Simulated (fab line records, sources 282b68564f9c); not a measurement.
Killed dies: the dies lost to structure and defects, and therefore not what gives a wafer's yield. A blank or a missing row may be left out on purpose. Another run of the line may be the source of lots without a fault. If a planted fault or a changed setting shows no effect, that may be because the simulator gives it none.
fab line records ; flow ritCmos
record lots=5; wafers=15; lastDay=7
route steps=202 shown PSD@149 SDANNEAL@153 NSD@158 PLDD@159 NLDD@160 SILICIDE@161
lots with no fault: from the same line, run without faults
startH: the number of hours between the record's first day and the start of the first shown wafer of the lot ; waitH: hours from the lot's prior step to this one ; " as in the row above ; L1.1+2: one row covering several wafers at once ; - no value, or no start was given ; * or withheld: withheld ; < > ~ a bound
route shown NAME@n: names a module that has steps shown in the file, with the first one's number in the route ; usual: the fault-free wafers' mean and standard deviation ; same: alike in all rows ; chamber/n: place in a boat ; sites: the reading at each site ; _std_site: standard deviation across them ; _edge_site: the outer-site mean with the inner-site mean subtracted ; radiusMm: how far each site lies from the wafer's centre ; mask NAME#n: copy n ; behind: the tool/chamber that last shaped the wafer ; hold: what put the lot on hold/how long, in hours/how the hold closed ; device: the transistor (n, p or np) that didn't switch ; end of line: the same wafers' tests at the end of the route ; for a step that has no rows: nothing shown but its recipe ; killed: at the first sort, the dies lost to defects and structure; wafer yield is something else ; map: shows each die of a wafer: x if killed, . if not, _ if none is there
set.NAME: setting as actually run; set.NAME@STEP: the setting as run at that earlier step ; model.NAME: the simulator's own value behind a step, which no gauge read
a table for each step, a row for each wafer; lots at some steps of the route
services: when a tool's chamber went out of use (startH, in hours from the record's first day, below 0 if earlier), for how many hours, and the reason
## steps
# step RIT_PSD_HARDBAKE_07
# recipe resist=NOVOLAK; tempC=140; timeS=60
# usual heaterPowerTotalW=62.55/0.051; resistLineTempC=23.00/0.11
lot.wafer;tool;chamber;startH;waitH;heaterPowerTotalW;resistLineTempC
L075.1;lithoTrack-04;0;56.73;0.0;62.56;22.94
L075.2;lithoTrack-04;0;56.73;0.0;62.55;22.80
L075.6;lithoTrack-04;0;56.73;0.0;62.58;22.89
L079.3;lithoTrack-03;0;76.64;0.1;62.56;23.02
L079.4;lithoTrack-03;0;76.64;0.1;62.60;23.02
L079.6;lithoTrack-03;0;76.64;0.1;62.51;22.97
L087.2;lithoTrack-01;0;120.67;0.0;62.58;22.93
L087.3;lithoTrack-01;0;120.67;0.0;62.51;23.00
L087.5;lithoTrack-01;0;120.67;0.0;62.59;23.02
L094.1;lithoTrack-04;0;153.91;0.0;62.56;23.11
L094.3;lithoTrack-04;0;153.91;0.0;62.48;23.00
L094.6;lithoTrack-04;0;153.91;0.0;62.53;23.12
L095.2;lithoTrack-03;0;165.53;0.0;62.52;22.92
L095.3;lithoTrack-03;0;165.53;0.0;62.56;23.00
L095.6;lithoTrack-03;0;165.53;0.0;62.59;22.94
# step RIT_PSD_IMPLANT_08
# recipe species=BF2; energyKev=27; doseCm2=5e+15; tiltDeg=7
# usual doseIonsCm2=5e+15/5.5e+12
# same implantIonAmu=49
lot.wafer;tool;chamber;startH;waitH;doseIonsCm2
L075.1;implanter-01;0;56.88;0.1;5.007e+15
L075.2;implanter-01;0;56.88;0.1;5.01e+15
L075.6;implanter-01;0;56.88;0.1;5.009e+15
L079.3;implanter-02;0;76.79;0.1;5.002e+15
L079.4;implanter-02;0;76.79;0.1;5.004e+15
L079.6;implanter-02;0;76.79;0.1;4.994e+15
L087.2;implanter-02;0;120.82;0.1;5e+15
L087.3;implanter-02;0;120.82;0.1;5.001e+15
L087.5;implanter-02;0;120.82;0.1;5.003e+15
L094.1;implanter-01;0;154.06;0.1;5.005e+15
L094.3;implanter-01;0;154.06;0.1;5.02e+15
L094.6;implanter-01;0;154.06;0.1;4.998e+15
L095.2;implanter-03;0;165.68;0.1;5.001e+15
L095.3;implanter-03;0;165.68;0.1;4.996e+15
L095.6;implanter-03;0;165.68;0.1;5.004e+15
# step RIT_PSD_STRIP_09
# recipe chemistry=O2; timeS=180; resist=NOVOLAK; platenTempC=withheld; powerW=500; pressureMtorr=4000; o2FlowSccm=4000
# usual drypumpMotorCurrentA=5.5/0.57
lot.wafer;tool;chamber;startH;waitH;drypumpMotorCurrentA;rfHoursCounterH
L075.1;plasmaAsher-01;0;57.03;0.1;4.9;41
L075.2;plasmaAsher-01;1;57.03;0.1;6.4;41
L075.6;plasmaAsher-01;1;57.03;0.1;6.4;-
L079.3;plasmaAsher-02;0;76.95;0.1;5.1;-
L079.4;plasmaAsher-02;1;76.95;0.1;4.7;-
L079.6;plasmaAsher-02;1;76.95;0.1;4.6;-
L087.2;plasmaAsher-01;0;120.94;0.1;4.9;48
L087.3;plasmaAsher-01;0;120.94;0.1;4.9;-
L087.5;plasmaAsher-01;1;120.94;0.1;6.3;-
L094.1;plasmaAsher-03;1;154.21;0.1;5.7;50
L094.3;plasmaAsher-03;1;154.21;0.1;5.7;-
L094.6;plasmaAsher-03;1;154.21;0.1;5.7;-
L095.2;plasmaAsher-02;0;165.80;0.1;5.1;4
L095.3;plasmaAsher-02;0;165.80;0.1;5.1;-
L095.6;plasmaAsher-02;1;165.80;0.1;4.6;-
# step RIT_PSD_TW_MEAS_10
# usual PSD_TW=3432/19
lot.wafer;tool;chamber;startH;waitH;PSD_TW
L075.1;filmMetro-02;-;57.20;0.1;3427
L075.2;filmMetro-02;-;57.20;0.1;3424
L075.6;filmMetro-02;-;57.20;0.1;3428
L079.3;filmMetro-02;-;77.08;0.1;3420
L079.4;filmMetro-02;-;77.08;0.1;3411
L079.6;filmMetro-02;-;77.08;0.1;3429
L087.2;filmMetro-04;-;121.13;0.1;3454
L087.3;filmMetro-04;-;121.13;0.1;3452
L087.5;filmMetro-04;-;121.13;0.1;3434
L094.1;filmMetro-02;-;154.38;0.1;3406
L094.3;filmMetro-02;-;154.38;0.1;3408
L094.6;filmMetro-02;-;154.38;0.1;3418
L095.2;filmMetro-04;-;165.99;0.1;3475
L095.3;filmMetro-04;-;165.99;0.1;3476
L095.6;filmMetro-04;-;165.99;0.1;3466
# step RIT_SDANNEAL_CLEAN_00
# recipe chemistry=SC1; mix=3:3:50; timeS=600; tempC=75
# usual tempC=75.04/0.11
lot.wafer;tool;chamber;startH;waitH;tempC
L075.1;wetBench-03;3;57.26;0.1;74.94
L075.2;wetBench-03;3;57.26;0.1;75.10
L075.6;wetBench-03;3;57.26;0.1;75.09
L079.3;wetBench-02;0;77.12;0.0;75.08
L079.4;wetBench-02;0;77.12;0.0;75.09
L079.6;wetBench-02;0;77.12;0.0;75.13
L087.2;wetBench-04;3;121.18;0.0;75.07
L087.3;wetBench-04;3;121.18;0.0;75.02
L087.5;wetBench-04;3;121.18;0.0;74.98
L094.1;wetBench-04;0;154.44;0.1;75.19
L094.3;wetBench-04;0;154.44;0.1;75.05
L094.6;wetBench-04;0;154.44;0.1;75.12
L095.2;wetBench-03;0;166.04;0.0;74.97
L095.3;wetBench-03;0;166.04;0.0;75.11
L095.6;wetBench-03;0;166.04;0.0;74.92
# step RIT_SDANNEAL_CLEAN_01
# recipe chemistry=dHF; dilution=50:1; timeS=30
lot.wafer;tool;chamber;startH;waitH
L075.1+2+6;wetBench-04;1;57.44;0.0
L079.3+4+6;wetBench-03;3;77.30;0.0
L087.2+3+5;wetBench-02;3;121.37;0.0
L094.1+3+6;wetBench-03;0;154.63;0.0
L095.2+3+6;wetBench-02;1;166.21;0.0
# step RIT_SDANNEAL_CLEAN_02
# recipe chemistry=SC2; mix=3:3:50; timeS=600; tempC=75; dry=n2Spin
# usual tempC=75.00/0.11
lot.wafer;tool;chamber;startH;waitH;tempC
L075.1;wetBench-02;0;57.46;0.0;74.90
L075.2;wetBench-02;0;57.46;0.0;74.98
L075.6;wetBench-02;0;57.46;0.0;75.03
L079.3;wetBench-02;3;77.31;0.0;75.18
L079.4;wetBench-02;3;77.31;0.0;74.87
L079.6;wetBench-02;3;77.31;0.0;75.16
L087.2;wetBench-03;2;121.38;0.0;74.80
L087.3;wetBench-03;2;121.38;0.0;75.07
L087.5;wetBench-03;2;121.38;0.0;74.97
L094.1;wetBench-04;3;154.65;0.0;74.91
L094.3;wetBench-04;3;154.65;0.0;74.99
L094.6;wetBench-04;3;154.65;0.0;75.03
L095.2;wetBench-03;1;166.23;0.0;75.33
L095.3;wetBench-03;1;166.23;0.0;74.89
L095.6;wetBench-03;1;166.23;0.0;75.11
# step RIT_SDANNEAL_RTA_03
# recipe tempC=1050; timeS=5; idleTempC=600; rampUpCPerS=342; rampDownCPerS=171; coolToC=600; ambient=N2
# usual wafer_temp_C_max=1053.4/1.3
lot.wafer;tool;chamber;startH;waitH;wafer_temp_C_max
L075.1;rtpAnneal-01;0;57.65;0.0;1055.8
L075.2;rtpAnneal-01;0;57.65;0.0;1051.4
L075.6;rtpAnneal-01;0;57.65;0.0;1052.6
L079.3;rtpAnneal-01;0;77.51;0.0;1052.0
L079.4;rtpAnneal-01;0;77.51;0.0;1052.7
L079.6;rtpAnneal-01;0;77.51;0.0;1052.4
L087.2;rtpAnneal-01;0;121.58;0.0;1053.8
L087.3;rtpAnneal-01;0;121.58;0.0;1053.1
L087.5;rtpAnneal-01;0;121.58;0.0;1053.3
L094.1;rtpAnneal-02;0;154.84;0.0;1053.8
L094.3;rtpAnneal-02;0;154.84;0.0;1052.6
L094.6;rtpAnneal-02;0;154.84;0.0;1055.0
L095.2;rtpAnneal-01;0;166.42;0.0;1053.5
L095.3;rtpAnneal-01;0;166.42;0.0;1052.2
L095.6;rtpAnneal-01;0;166.42;0.0;1052.6
# step RIT_SDANNEAL_RS_MEAS_04
# recipe thkMeasGauge=four-point-probe
# usual PSD_RS=115.89/0.24
lot.wafer;tool;chamber;startH;waitH;PSD_RS[ohm/sq]
L075.1;filmMetro-02;-;57.71;0.0;116.17
L075.2;filmMetro-02;-;57.71;0.0;116.25
L075.6;filmMetro-02;-;57.71;0.0;116.16
L079.3;filmMetro-04;-;77.59;0.1;115.56
L079.4;filmMetro-04;-;77.59;0.1;116.05
L079.6;filmMetro-04;-;77.59;0.1;115.91
L087.2;filmMetro-03;-;121.65;0.1;116.08
L087.3;filmMetro-03;-;121.65;0.1;116.52
L087.5;filmMetro-03;-;121.65;0.1;116.33
L094.1;filmMetro-02;-;154.90;0.0;116.16
L094.3;filmMetro-02;-;154.90;0.0;116.06
L094.6;filmMetro-02;-;154.90;0.0;116.00
L095.2;filmMetro-03;-;166.49;0.1;116.22
L095.3;filmMetro-03;-;166.49;0.1;115.92
L095.6;filmMetro-03;-;166.49;0.1;116.20
# step RIT_SDANNEAL_RS_MEAS_05
# recipe thkMeasGauge=four-point-probe
# usual NSD_RS=84.6/0.31
lot.wafer;tool;chamber;startH;waitH;NSD_RS[ohm/sq]
L075.1;filmMetro-02;-;57.83;0.1;84.3
L075.2;filmMetro-02;-;57.83;0.1;84.5
L075.6;filmMetro-02;-;57.83;0.1;84.7
L079.3;filmMetro-04;-;77.71;0.1;84.7
L079.4;filmMetro-04;-;77.71;0.1;84.6
L079.6;filmMetro-04;-;77.71;0.1;84.9
L087.2;filmMetro-03;-;121.77;0.1;84.3
L087.3;filmMetro-03;-;121.77;0.1;84.3
L087.5;filmMetro-03;-;121.77;0.1;84.7
L094.1;filmMetro-02;-;155.02;0.1;84.7
L094.3;filmMetro-02;-;155.02;0.1;84.8
L094.6;filmMetro-02;-;155.02;0.1;84.9
L095.2;filmMetro-03;-;166.61;0.1;84.1
L095.3;filmMetro-03;-;166.61;0.1;84.3
L095.6;filmMetro-03;-;166.61;0.1;84.3
# step RIT_SDANNEAL_RS_MEAS_06
# recipe thkMeasGauge=four-point-probe
# usual PLDD_RS=180.0/0.53
lot.wafer;tool;chamber;startH;waitH;PLDD_RS[ohm/sq]
L075.1;filmMetro-02;-;57.95;0.1;180.3
L075.2;filmMetro-02;-;57.95;0.1;180.2
L075.6;filmMetro-02;-;57.95;0.1;179.7
L079.3;filmMetro-04;-;77.83;0.1;179.9
L079.4;filmMetro-04;-;77.83;0.1;179.8
L079.6;filmMetro-04;-;77.83;0.1;180.2
L087.2;filmMetro-03;-;121.89;0.1;180.4
L087.3;filmMetro-03;-;121.89;0.1;179.9
L087.5;filmMetro-03;-;121.89;0.1;179.9
L094.1;filmMetro-02;-;155.14;0.1;180.8
L094.3;filmMetro-02;-;155.14;0.1;180.8
L094.6;filmMetro-02;-;155.14;0.1;181.1
L095.2;filmMetro-03;-;166.73;0.1;179.7
L095.3;filmMetro-03;-;166.73;0.1;179.8
L095.6;filmMetro-03;-;166.73;0.1;179.8
# step RIT_SDANNEAL_RS_MEAS_07
# recipe thkMeasGauge=four-point-probe
# usual NLDD_RS=151.6/0.42
lot.wafer;tool;chamber;startH;waitH;NLDD_RS[ohm/sq]
L075.1;filmMetro-02;-;58.07;0.1;151.4
L075.2;filmMetro-02;-;58.07;0.1;152.0
L075.6;filmMetro-02;-;58.07;0.1;151.8
L079.3;filmMetro-04;-;77.95;0.1;151.7
L079.4;filmMetro-04;-;77.95;0.1;151.5
L079.6;filmMetro-04;-;77.95;0.1;151.4
L087.2;filmMetro-03;-;122.01;0.1;151.9
L087.3;filmMetro-03;-;122.01;0.1;151.8
L087.5;filmMetro-03;-;122.01;0.1;151.7
L094.1;filmMetro-02;-;155.26;0.1;151.9
L094.3;filmMetro-02;-;155.26;0.1;152.4
L094.6;filmMetro-02;-;155.26;0.1;151.9
L095.2;filmMetro-03;-;166.85;0.1;151.8
L095.3;filmMetro-03;-;166.85;0.1;151.2
L095.6;filmMetro-03;-;166.85;0.1;151.6
# step RIT_SILICIDE_WET_ETCH_00
# recipe chemistry=BOE; target=SiO2; targetDepthNm=14; timeS=15; dry=n2Spin; dilution=10:1; tempC=21.5
# usual tempC=21.50/0.097
lot.wafer;tool;chamber;startH;waitH;tempC
L075.1;wetBench-03;0;58.19;0.1;21.49
L075.2;wetBench-03;0;58.19;0.1;21.75
L075.6;wetBench-03;0;58.19;0.1;21.50
L079.3;wetBench-03;3;78.03;0.1;21.42
L079.4;wetBench-03;3;78.03;0.1;21.54
L079.6;wetBench-03;3;78.03;0.1;21.54
L087.2;wetBench-01;1;122.11;0.1;21.55
L087.3;wetBench-01;1;122.11;0.1;21.66
L087.5;wetBench-01;1;122.11;0.1;21.50
L094.1;wetBench-03;1;155.38;0.1;21.47
L094.3;wetBench-03;1;155.38;0.1;21.54
L094.6;wetBench-03;1;155.38;0.1;21.44
L095.2;wetBench-01;0;166.95;0.1;21.42
L095.3;wetBench-01;0;166.95;0.1;21.53
L095.6;wetBench-01;0;166.95;0.1;21.29
# step RIT_SILICIDE_SPUTTER_01
# recipe material=Ti; targetThkNm=30; powerW=361.5; chamberPressurePa=0.667; gas=Ar; timeS=240; substrateTempC=25
# usual throttleValvePct=29.6/1.4
lot.wafer;tool;chamber;startH;waitH;throttleValvePct
L075.1;pvdSputter-04;-;58.20;0.0;27.5
L075.2;pvdSputter-04;-;58.20;0.0;29.8
L075.6;pvdSputter-04;-;58.20;0.0;31.7
L079.3;pvdSputter-02;-;78.04;0.0;30.1
L079.4;pvdSputter-02;-;78.04;0.0;28.4
L079.6;pvdSputter-02;-;78.04;0.0;29.7
L087.2;pvdSputter-02;-;122.13;0.0;31.4
L087.3;pvdSputter-02;-;122.13;0.0;29.8
L087.5;pvdSputter-02;-;122.13;0.0;31.4
L094.1;pvdSputter-02;-;155.39;0.0;28.7
L094.3;pvdSputter-02;-;155.39;0.0;30.0
L094.6;pvdSputter-02;-;155.39;0.0;28.7
L095.2;pvdSputter-01;-;166.96;0.0;30.4
L095.3;pvdSputter-01;-;166.96;0.0;30.4
L095.6;pvdSputter-01;-;166.96;0.0;30.6
# step RIT_SILICIDE_RS_MEAS_02
# recipe thkMeasGauge=four-point-probe; reads=Ti_of_SILICIDE_SPUTTER_01
# usual SILICIDE_TI_RS=46.0/0.65
lot.wafer;tool;chamber;startH;waitH;SILICIDE_TI_RS[ohm/sq]
L075.1;filmMetro-02;-;58.35;0.1;46.9
L075.2;filmMetro-02;-;58.35;0.1;45.7
L075.6;filmMetro-02;-;58.35;0.1;44.9
L079.3;filmMetro-01;-;78.24;0.1;45.3
L079.4;filmMetro-01;-;78.24;0.1;45.7
L079.6;filmMetro-01;-;78.24;0.1;45.4
L087.2;filmMetro-02;-;122.30;0.1;45.4
L087.3;filmMetro-02;-;122.30;0.1;45.2
L087.5;filmMetro-02;-;122.30;0.1;45.7
L094.1;filmMetro-02;-;155.54;0.1;45.9
L094.3;filmMetro-02;-;155.54;0.1;45.9
L094.6;filmMetro-02;-;155.54;0.1;46.7
L095.2;filmMetro-01;-;167.13;0.1;46.3
L095.3;filmMetro-01;-;167.13;0.1;46.9
L095.6;filmMetro-01;-;167.13;0.1;46.2
# step RIT_SILICIDE_THK_MEAS_03
# recipe thkMeasGauge=xrf; reads=Ti_of_SILICIDE_SPUTTER_01
# usual SILICIDE_TI_THK=30.7/0.36
lot.wafer;tool;chamber;startH;waitH;SILICIDE_TI_THK[nm]
L075.1;filmMetro-02;-;58.47;0.1;30.4
L075.2;filmMetro-02;-;58.47;0.1;30.9
L075.6;filmMetro-02;-;58.47;0.1;31.5
L079.3;filmMetro-01;-;78.34;0.1;30.9
L079.4;filmMetro-01;-;78.34;0.1;30.6
L079.6;filmMetro-01;-;78.34;0.1;30.7
L087.2;filmMetro-02;-;122.41;0.1;31.1
L087.3;filmMetro-02;-;122.41;0.1;31.2
L087.5;filmMetro-02;-;122.41;0.1;31.2
L094.1;filmMetro-02;-;155.66;0.1;31.0
L094.3;filmMetro-02;-;155.66;0.1;31.0
L094.6;filmMetro-02;-;155.66;0.1;30.5
L095.2;filmMetro-01;-;167.24;0.1;30.6
L095.3;filmMetro-01;-;167.24;0.1;30.3
L095.6;filmMetro-01;-;167.24;0.1;30.6
# step RIT_SILICIDE_RTA_04
# recipe tempC=650; timeS=10; idleTempC=25; rampUpS=5; rampDownS=5; coolToC=25; ambient=N2
# usual wafer_temp_C_max=653.6/1.1
lot.wafer;tool;chamber;startH;waitH;wafer_temp_C_max
L075.1;rtpAnneal-02;0;58.53;0.1;655.3
L075.2;rtpAnneal-02;0;58.53;0.1;655.4
L075.6;rtpAnneal-02;0;58.53;0.1;655.4
L079.3;rtpAnneal-02;0;78.43;0.1;654.2
L079.4;rtpAnneal-02;0;78.43;0.1;654.6
L079.6;rtpAnneal-02;0;78.43;0.1;653.4
L087.2;rtpAnneal-02;0;122.47;0.1;655.7
L087.3;rtpAnneal-02;0;122.47;0.1;654.5
L087.5;rtpAnneal-02;0;122.47;0.1;652.9
L094.1;rtpAnneal-01;0;155.72;0.1;652.1
L094.3;rtpAnneal-01;0;155.72;0.1;652.0
L094.6;rtpAnneal-01;0;155.72;0.1;652.0
L095.2;rtpAnneal-02;0;167.30;0.1;654.5
L095.3;rtpAnneal-02;0;167.30;0.1;653.8
L095.6;rtpAnneal-02;0;167.30;0.1;655.7
# step RIT_SILICIDE_WET_ETCH_05
# recipe chemistry=SPM; target=Ti; tempC=90; timeS=120; dry=n2Spin
# usual tempC=90.02/0.13
lot.wafer;tool;chamber;startH;waitH;tempC
L075.1;wetBench-01;0;58.60;0.1;89.84
L075.2;wetBench-01;0;58.60;0.1;90.02
L075.6;wetBench-01;0;58.60;0.1;89.95
L079.3;wetBench-04;3;78.52;0.1;89.89
L079.4;wetBench-04;3;78.52;0.1;89.91
L079.6;wetBench-04;3;78.52;0.1;89.87
L087.2;wetBench-04;3;122.52;0.0;90.00
L087.3;wetBench-04;3;122.52;0.0;90.03
L087.5;wetBench-04;3;122.52;0.0;90.04
L094.1;wetBench-01;0;155.79;0.1;89.97
L094.3;wetBench-01;0;155.79;0.1;90.10
L094.6;wetBench-01;0;155.79;0.1;90.06
L095.2;wetBench-04;0;167.35;0.0;89.81
L095.3;wetBench-04;0;167.35;0.0;89.90
L095.6;wetBench-04;0;167.35;0.0;90.04
# step RIT_SILICIDE_RTA_06
# recipe tempC=750; timeS=10; idleTempC=25; rampUpS=5; rampDownS=10; coolToC=25; ambient=N2
# usual wafer_temp_C_max=754.2/1.4
lot.wafer;tool;chamber;startH;waitH;wafer_temp_C_max
L075.1;rtpAnneal-01;0;58.64;0.0;753.0
L075.2;rtpAnneal-01;0;58.64;0.0;752.8
L075.6;rtpAnneal-01;0;58.64;0.0;753.8
L079.3;rtpAnneal-01;0;78.58;0.0;752.4
L079.4;rtpAnneal-01;0;78.58;0.0;753.4
L079.6;rtpAnneal-01;0;78.58;0.0;752.9
L087.2;rtpAnneal-01;0;122.58;0.0;753.5
L087.3;rtpAnneal-01;0;122.58;0.0;753.3
L087.5;rtpAnneal-01;0;122.58;0.0;753.2
L094.1;rtpAnneal-02;0;155.83;0.0;754.6
L094.3;rtpAnneal-02;0;155.83;0.0;755.3
L094.6;rtpAnneal-02;0;155.83;0.0;757.0
L095.2;rtpAnneal-01;0;167.41;0.0;752.7
L095.3;rtpAnneal-01;0;167.41;0.0;754.0
L095.6;rtpAnneal-01;0;167.41;0.0;752.7
## services
tool;chamber;startH;hours;kind
pvdSputter-04;-;47.80;1.7;repair
wetBench-01;-;77.33;3.4;repair
implanter-02;-;77.63;4.7;pm
implanter-01;-;83.95;2.6;repair
pvdSputter-04;-;92.36;1.4;repair
implanter-01;-;98.97;9.8;pm
plasmaAsher-02;-;108.80;9.0;pm
plasmaAsher-02;0;108.80;9.0;ventCycle
plasmaAsher-02;1;108.80;9.0;ventCycle
implanter-01;-;109.36;2.9;pm
pvdSputter-01;-;111.26;4.3;repair
implanter-01;-;115.36;5.5;repair
implanter-02;-;116.55;1.8;repair
plasmaAsher-02;0;117.80;-;clean
plasmaAsher-02;1;117.80;-;clean
rtpAnneal-01;-;127.36;5.4;pm
pvdSputter-02;-;141.45;3.2;repair
pvdSputter-02;-;161.72;9.3;repair
pvdSputter-02;-;167.20;0.7;repair
## key
fault none
